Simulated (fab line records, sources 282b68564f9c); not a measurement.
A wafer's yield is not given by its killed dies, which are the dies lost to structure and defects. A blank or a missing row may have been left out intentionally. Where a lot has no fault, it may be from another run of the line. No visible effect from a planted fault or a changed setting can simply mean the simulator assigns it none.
Code-filled problem report in 8D (eight disciplines) form | flow rit-cmos | the parts of the form that need people (team, actions taken, sign-off) are left out

1. THE ISSUE
Across 9 wafers from 3 lots, NLDD_OVL at RIT_NLDD_OVL_MEAS_06 averages -299.3 nm, while fault-free wafers read -0.2 nm with a standard deviation of 1.6. So: -99 or more standard deviations from the usual mean.
First observed at day 6 22:20: wafer L376.1, on overlay-02. The record has a number at this step for 45 wafers belonging to 15 lots. By rule, "out" or "out of limits" means more than 4 standard deviations away from the usual mean. The other wafers with a number count as sound.

2. WHAT IT IS, AND WHAT IT ISN'T
question                    | is                     | is not
which readings at this step | NLDD_OVL               | -
which lots                  | L376, L377, L379       | L357, L358, L361, L362, L365, L366, L367, L370, L372, L373, L374, L380
which wafers of those lots  | all that have a number | -
read on which gauges        | overlay-01, overlay-02 | -
when                        | from day 6 22:20       | up to then (33 sound wafers); but 3 sound wafers of L380 came after

3. WHAT RULES OUT EACH SUSPECT
Counting: a tool stays on the suspect list if, at a process step up to the reading, it processed all lots that are out and no sound lot following the first of them.
- ruled out: the gauge at RIT_NLDD_OVL_MEAS_06. 2 gauges (overlay-01, overlay-02) read the wafers that are out.
- iline-stepper-01 at RIT_NLDD_EXPOSE_03 (exposes mask M7, target cd 40700 nm): kept. It processed each lot that is out, first L376 at day 6 21:56, and no sound lot thereafter; up to then, the last sound lot it processed was L370 at day 5 16:55.
The count leaves iline-stepper-01 at RIT_NLDD_EXPOSE_03.

4. THE CAUSE (what the simulator had put in)
Scanner matching overlay: iline-stepper-01, from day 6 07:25 on, at RIT_NLDD_EXPOSE_03. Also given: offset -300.
After counting, this tool was the only one left.

5. THE EFFECT CHAIN, in route order
Each row: a reading whose mean over the struck wafers that have a number lies more than 3 standard deviations from the usual. Readings are gone through only where the record gives a usual standard deviation; hours: the median, over the lots, of the time from a lot's start at the first step in this table giving one to that lot's start at this step; sigmas: the change measured in usual standard deviations.
hours | step                 | reading  | usual   | on struck wafers | change | sigmas
0     | RIT_NLDD_OVL_MEAS_06 | NLDD_OVL | -0.2 nm | -299.3           | -299.1 | -99 or more

6. HOW IT WOULD HAVE BEEN CAUGHT EARLIER
15 hours passed between the start of the fault at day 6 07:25 and the first reading out of limits at a measuring or inspecting step in this record, taken at day 6 22:20.
Of the lots that are out (3), L377, L379 began RIT_NLDD_EXPOSE_03 on iline-stepper-01 after day 6 22:20. A hold on the tool at that time would have spared those 2.
